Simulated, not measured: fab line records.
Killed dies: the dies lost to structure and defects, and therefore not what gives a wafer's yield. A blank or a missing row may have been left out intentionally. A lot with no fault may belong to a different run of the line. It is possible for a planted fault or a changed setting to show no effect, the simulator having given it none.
Which tool is to blame? | flow ritCmos | 14 lots with 42 wafers sampled at 2 steps, on a route of 202 steps

== WHAT THE GAUGES READ, wafer by wafer ==
RIT_ACTIVE_THK_MEAS_04. Usual: ACTIVE_NITRIDE_THK gives 150.4 nm (standard deviation 1.2).
lot  | measured    | on           | ACTIVE_NITRIDE_THK (nm) | flag
L608 | day 1 14:53 | filmMetro-01 | 151.1 150.4 149.4       | 
L609 | day 1 19:15 | filmMetro-03 | 150.0 150.0 150.0       | 
L611 | day 2 04:32 | filmMetro-03 | 151.7 150.9 150.9       | 
L612 | day 2 09:32 | filmMetro-01 | 151.4 151.6 149.8       | 
L613 | day 2 14:32 | filmMetro-03 | 150.0 149.8 150.6       | 
L614 | day 2 19:32 | filmMetro-01 | 153.3 152.0 151.9       | 
L615 | day 3 00:32 | filmMetro-01 | 150.2 150.2 149.0       | 
L617 | day 3 10:32 | filmMetro-04 | 149.1 150.7 150.5       | 
L618 | day 3 15:32 | filmMetro-03 | 149.8 150.4 151.3       | 
L620 | day 4 05:22 | filmMetro-03 | 301.0 300.5 302.9       | OFF
L621 | day 4 09:19 | filmMetro-03 | 303.1 301.7 302.7       | OFF
L628 | day 5 18:15 | filmMetro-04 | 146.8 147.4 148.0       | 
L629 | day 5 22:32 | filmMetro-03 | 150.9 150.5 150.9       | 
L630 | day 6 03:32 | filmMetro-04 | 149.6 150.5 151.1       | 

== TOOL THAT RAN EACH LOT (tool first, then ch and the chambers of the sampled wafers, then the start) ==
lot  | RIT_ACTIVE_CVD_03
L608 | lpcvd-01 ch 1, day 1 13:28
L609 | lpcvd-02 ch 0, day 1 17:07
L611 | lpcvd-02 ch 0, day 2 03:07
L612 | lpcvd-01 ch 0, day 2 08:07
L613 | lpcvd-02 ch 1, day 2 13:07
L614 | lpcvd-01 ch 1, day 2 18:07
L615 | lpcvd-02 ch 0, day 2 23:07
L617 | lpcvd-02 ch 0, day 3 09:07
L618 | lpcvd-01 ch 1, day 3 14:07
L620 | lpcvd-01 ch 1, day 4 00:34 and lpcvd-02 ch 1, day 4 03:56
L621 | lpcvd-02 ch 1, day 4 05:07 and lpcvd-01 ch 1, day 4 07:54
L628 | lpcvd-02 ch 0, day 5 16:07
L629 | lpcvd-01 ch 1, day 5 21:07
L630 | lpcvd-02 ch 0, day 6 02:07
- RIT_ACTIVE_CVD_03: deposits Si3N4 from SiH2Cl2/NH3, target thk 150 nm, time 1500 s.

== WHAT THE TOOLS THEMSELVES READ (means of the sampled wafers that have a number; where no wafer has one, the mark that the record gives instead) ==
RIT_ACTIVE_CVD_03. Usual: sih2cl2FlowSccm 60.02 sccm, standard deviation 0.17.
lot  | tool              | sih2cl2FlowSccm (sccm) | flag
L608 | lpcvd-01          | 60.24                  | 
L609 | lpcvd-02          | 59.98                  | 
L611 | lpcvd-02          | 59.98                  | 
L612 | lpcvd-01          | 59.94                  | 
L613 | lpcvd-02          | 59.87                  | 
L614 | lpcvd-01          | 60.04                  | 
L615 | lpcvd-02          | 60.04                  | 
L617 | lpcvd-02          | 60.12                  | 
L618 | lpcvd-01          | 60.19                  | 
L620 | lpcvd-01/lpcvd-02 | 59.93                  | 
L621 | lpcvd-02/lpcvd-01 | 59.97                  | 
L628 | lpcvd-02          | 60.00                  | 
L629 | lpcvd-01          | 60.07                  | 
L630 | lpcvd-02          | 60.18                  | 

== THE ANSWER, worked out from the rows above alone ==
Rule: lot off if the mean of its wafers having a number is beyond 3 standard deviations from the usual mean. A lot without any number at a reading at which 4 lots or more have one is off too. The other lots that the step has rows for count as sound. First the gauges in route order, then the tools' own readings, where a lot's mean is used as printed above. At the first step where some lot is off, the reading lying furthest off is the one used; lots without a number count as furthest.
Off: at RIT_ACTIVE_THK_MEAS_04 (ACTIVE_NITRIDE_THK), L620, L621.
If a tool, at a process step before that reading, ran all the lots that are off and no sound lot after the first of them, it fits. The gauges at RIT_ACTIVE_THK_MEAS_04 are tried like those tools. None of those tried fits.

== WHAT THE SIMULATOR PUT IN ==
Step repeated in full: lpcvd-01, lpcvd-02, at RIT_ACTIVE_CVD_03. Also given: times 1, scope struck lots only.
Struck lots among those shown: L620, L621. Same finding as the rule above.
